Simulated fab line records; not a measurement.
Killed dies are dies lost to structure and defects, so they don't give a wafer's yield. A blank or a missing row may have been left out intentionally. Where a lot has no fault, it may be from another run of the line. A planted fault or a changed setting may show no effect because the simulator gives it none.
Split-lot experiment :: flow rit cmos :: 23 wafers read across 5 lots, on a route 202 steps long

ON THE SPLIT
At RIT_M1_EXPOSE_06 (exposes mask M12, target cd 2600 nm), the setting dose mj was moved away from the recipe's 250 on 5 of the 23 wafers read, by -5.3% to -4.7%. This setting was run at the recipe's value on the other wafers.

FROM THE SPLIT TO THE READING: what the file shows between them, 6 steps
- RIT_M1_PEB_07
- RIT_M1_DEVELOP_08: develop time 68 s
- RIT_M1_CD_MEAS_09: target cd 2600 nm
- RIT_M1_METAL_ETCH_12: etches Al in Cl2/BCl3, stops on SiO2, time 165 s, target depth 600 nm (also split here: rf w)
- RIT_M1_STRIP_13: strips in nmp, time 600 s
- RIT_M1_STRIP_14: strips in O2, time 180 s

THE READING
cd nm at RIT_M1_CD_MEAS_90, given in nm (cd target 2600 nm). Fault-free wafers of this fab line usually give 2601 nm, standard deviation 3 nm.

wafer: L074.1
tool, chamber at the split: iline stepper-01, 0
dose mj as run: 250
against the recipe: recipe
cd nm, nm: 2602
against lot-mates on the recipe: -

wafer: L074.3
tool, chamber at the split: iline stepper-01, 0
dose mj as run: 250
against the recipe: recipe
cd nm, nm: 2602
against lot-mates on the recipe: -

wafer: L074.4
tool, chamber at the split: iline stepper-01, 0
dose mj as run: 250
against the recipe: recipe
cd nm, nm: 2598
against lot-mates on the recipe: -

wafer: L074.5
tool, chamber at the split: iline stepper-01, 0
dose mj as run: 250
against the recipe: recipe
cd nm, nm: 2601
against lot-mates on the recipe: -

wafer: L074.6
tool, chamber at the split: iline stepper-01, 0
dose mj as run: 250
against the recipe: recipe
cd nm, nm: 2602
against lot-mates on the recipe: -

wafer: L075.3
tool, chamber at the split: iline stepper-01, 0
dose mj as run: 250
against the recipe: recipe
cd nm, nm: 2600
against lot-mates on the recipe: -

wafer: L075.5
tool, chamber at the split: iline stepper-01, 0
dose mj as run: 250
against the recipe: recipe
cd nm, nm: 2602
against lot-mates on the recipe: -

wafer: L075.6
tool, chamber at the split: iline stepper-01, 0
dose mj as run: 250
against the recipe: recipe
cd nm, nm: 2601
against lot-mates on the recipe: -

wafer: L081.1
tool, chamber at the split: iline stepper-01, 0
dose mj as run: 238.2
against the recipe: -4.7%
cd nm, nm: 2611
against lot-mates on the recipe: +16

wafer: L081.2
tool, chamber at the split: iline stepper-01, 0
dose mj as run: 250
against the recipe: recipe
cd nm, nm: 2597
against lot-mates on the recipe: -

wafer: L081.3
tool, chamber at the split: iline stepper-01, 0
dose mj as run: 238.2
against the recipe: -4.7%
cd nm, nm: 2612
against lot-mates on the recipe: +16

wafer: L081.5
tool, chamber at the split: iline stepper-01, 0
dose mj as run: 238.2
against the recipe: -4.7%
cd nm, nm: 2610
against lot-mates on the recipe: +14

wafer: L081.6
tool, chamber at the split: iline stepper-01, 0
dose mj as run: 250
against the recipe: recipe
cd nm, nm: 2594
against lot-mates on the recipe: -

wafer: L083.1
tool, chamber at the split: iline stepper-01, 0
dose mj as run: 250
against the recipe: recipe
cd nm, nm: 2598
against lot-mates on the recipe: -

wafer: L083.2
tool, chamber at the split: iline stepper-01, 0
dose mj as run: 250
against the recipe: recipe
cd nm, nm: 2599
against lot-mates on the recipe: -

wafer: L083.3
tool, chamber at the split: iline stepper-01, 0
dose mj as run: 250
against the recipe: recipe
cd nm, nm: 2599
against lot-mates on the recipe: -

wafer: L083.4
tool, chamber at the split: iline stepper-01, 0
dose mj as run: 250
against the recipe: recipe
cd nm, nm: 2602
against lot-mates on the recipe: -

wafer: L083.5
tool, chamber at the split: iline stepper-01, 0
dose mj as run: 250
against the recipe: recipe
cd nm, nm: 2597
against lot-mates on the recipe: -

wafer: L085.2
tool, chamber at the split: iline stepper-02, 0
dose mj as run: 236.8
against the recipe: -5.3%
cd nm, nm: 2621
against lot-mates on the recipe: +19

wafer: L085.3
tool, chamber at the split: iline stepper-02, 0
dose mj as run: 250
against the recipe: recipe
cd nm, nm: 2600
against lot-mates on the recipe: -

wafer: L085.4
tool, chamber at the split: iline stepper-02, 0
dose mj as run: 250
against the recipe: recipe
cd nm, nm: 2601
against lot-mates on the recipe: -

wafer: L085.5
tool, chamber at the split: iline stepper-02, 0
dose mj as run: 250
against the recipe: recipe
cd nm, nm: 2606
against lot-mates on the recipe: -

wafer: L085.6
tool, chamber at the split: iline stepper-02, 0
dose mj as run: 236.8
against the recipe: -5.3%
cd nm, nm: 2619
against lot-mates on the recipe: +17

FIT RESULTS
A straight line over all 23 wafers: cd nm changes by -2.99 nm for each +1% of dose mj; r = -0.90; the points scatter about the line by 3 nm.
The same after taking each lot's own level away (the mean of its wafers on the recipe; 23 wafers): -3.31 nm for each +1%; r = -0.97; scatter 1.7 nm.
That fit puts the effect of the largest move of dose mj on the reading at 17 nm.
The span of the lots' own levels, 2595.5 to 2602.3 nm, comes to 2.3 times the standard deviation stated above.
The two slopes agree, so the slope changes little with the lot-to-lot level.
Check: for one of the wafers moved furthest among these (-5.3%), held out of the fit, the line's prediction against its lot-mates is +17.1 nm. Against them it came out at +18.7 nm.

FURTHER SPLITS ON THESE WAFERS
Before the reading, these wafers also passed through other splits. Each is held against what the fit with the lots' levels taken away leaves over:
other split on the same wafers: RIT_PLDD_IMPLANT_08 dose cm2
wafers away from the commonest value: 12
r with cd nm (lot level and that fit taken away): -0.30

other split on the same wafers: RIT_NSD_COAT_01 spin rpm
wafers away from the commonest value: 10
r with cd nm (lot level and that fit taken away): -0.23

other split on the same wafers: RIT_NSD_IMPLANT_08 dose cm2
wafers away from the commonest value: 10
r with cd nm (lot level and that fit taken away): -0.18

other split on the same wafers: RIT_SDANNEAL_RTA_03 time s
wafers away from the commonest value: 7
r with cd nm (lot level and that fit taken away): -0.20

other split on the same wafers: RIT_M1_METAL_ETCH_12 rf w
wafers away from the commonest value: 5
r with cd nm (lot level and that fit taken away): -0.43

THE WHOLE CHAIN: every reading that the file lists as answering this split, in the file's order
step: RIT_M1_CD_MEAS_09
what it does: target cd 2600 nm
reading: cd nm
change (the file's fit): -3.02 nm for each +1% of the setting
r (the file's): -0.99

step: RIT_M1_METAL_ETCH_12
what it does: etches Al in Cl2/BCl3, stops on SiO2, time 165 s, target depth 600 nm
reading: M1.cd nm (the simulator's own value, which no gauge read)
change (the file's fit): -3.34 nm for each +1% of the setting
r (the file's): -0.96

step: RIT_M1_CD_MEAS_90
what it does: target cd 2600 nm
reading: cd nm
change (the file's fit): -3.31 nm for each +1% of the setting
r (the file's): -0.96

THE FILE'S OWN FIT
cd nm changes by -3.31 nm for each +1% of dose mj, r = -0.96.
